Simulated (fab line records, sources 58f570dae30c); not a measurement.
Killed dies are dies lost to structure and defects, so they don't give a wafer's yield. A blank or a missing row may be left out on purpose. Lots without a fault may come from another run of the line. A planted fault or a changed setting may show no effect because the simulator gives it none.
One fault seen from 2 desks | flow berkeley_cmos170 | each desk has only its own numbers; what lay behind them comes last

THE TOOL OWNER'S DESK: rie_diel-04
The tool's own readings at UCB170_V2_ETCH_14 (etches SiO2 in CHF3/CF4/Ar, stops on Al, target depth 1250 nm, time 291 s): means of the sampled wafers that have a number, for each lot that ran on this tool. A lot is out of limits, marked OUT, if its mean lies more than 4 standard deviations from the usual mean; the brackets give that distance.
Columns: A = chamber_pressure_mTorr at UCB170_V2_ETCH_14, usual 200.01 mTorr; B = drypump_motor_current_A at UCB170_V2_ETCH_14, usual 5.8 A; C = mfc_ar_sccm at UCB170_V2_ETCH_14, usual 150.0 sccm; D = oes_product_au at UCB170_V2_ETCH_14, usual 0.879 a.u.; E = throttle_valve_pct at UCB170_V2_ETCH_14, usual 6.89 %
lot  | first seen here | A      | B   | C     | D                | E
L995 | day 7 15:51     | 199.95 | 5.4 | 149.4 | 0.891            | 6.94
L996 | day 8 11:43     | 200.05 | 5.9 | 149.7 | 0.846            | 6.96
L999 | day 8 21:53     | 200.03 | 5.4 | 150.3 | 0.822 (-6.2) OUT | 7.05
This desk's finding: out of limits on L999; first on L999, day 8 21:53 (oes_product_au at UCB170_V2_ETCH_14). In limits: L995, L996.

THE METROLOGY DESK
What the gauges read, lot by lot, whatever tool the lot ran on: means of the sampled wafers that have a number. A lot is out of limits, marked OUT, if its mean lies more than 4 standard deviations from the usual mean; the brackets give that distance.
Columns: A = V1_BOW at UCB170_V1_BOW_MEAS_03, usual 19 um; B = V2_BOW at UCB170_V2_BOW_MEAS_03, usual 37 um; C = cd_nm at UCB170_V2_CD_MEAS_90, usual 699.8 nm
lot  | first seen here | A  | B  | C
L994 | day 7 03:00     | 19 | 40 | 697.3
L993 | day 7 03:02     | 13 | 35 | 699.7
L995 | day 7 06:53     | 18 | 31 | 700.8
L996 | day 8 02:34     | 19 | 35 | 698.0
L999 | day 8 09:16     | 21 | 37 | 697.9
L106 | day 10 01:38    | 18 | 32 | 700.6
L109 | day 10 11:59    | 21 | 40 | 698.7
L108 | day 10 12:00    | 19 | 37 | 701.4
L110 | day 10 14:49    | 16 | 39 | 700.4
L113 | day 11 06:49    | 23 | 41 | 697.6
L111 | day 11 06:51    | 17 | 35 | 700.3
L114 | day 11 17:24    | 24 | 47 | 698.5
L115 | day 11 17:27    | 27 | 39 | 699.9
L116 | day 11 21:45    | 16 | 35 | 698.0
This desk's finding: nothing out of limits on any of the 14 lots.

PUT TOGETHER
The tool owner's desk could have raised an alarm at day 8 21:53, on L999.
The metrology desk saw nothing out of limits.
The metrology desk has L999 on record, within its limits.
Of the lots named, all ran UCB170_V2_ETCH_14 on rie_diel-04.

WHAT THE SIMULATOR HAD PUT IN
Process parameter drift: rie_diel-04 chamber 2, from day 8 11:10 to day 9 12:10, at UCB170_V2_ETCH_14. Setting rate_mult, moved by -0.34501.
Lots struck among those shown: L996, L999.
Hours from the fault's start to each desk's first reading out of limits: the tool owner's desk, 11.
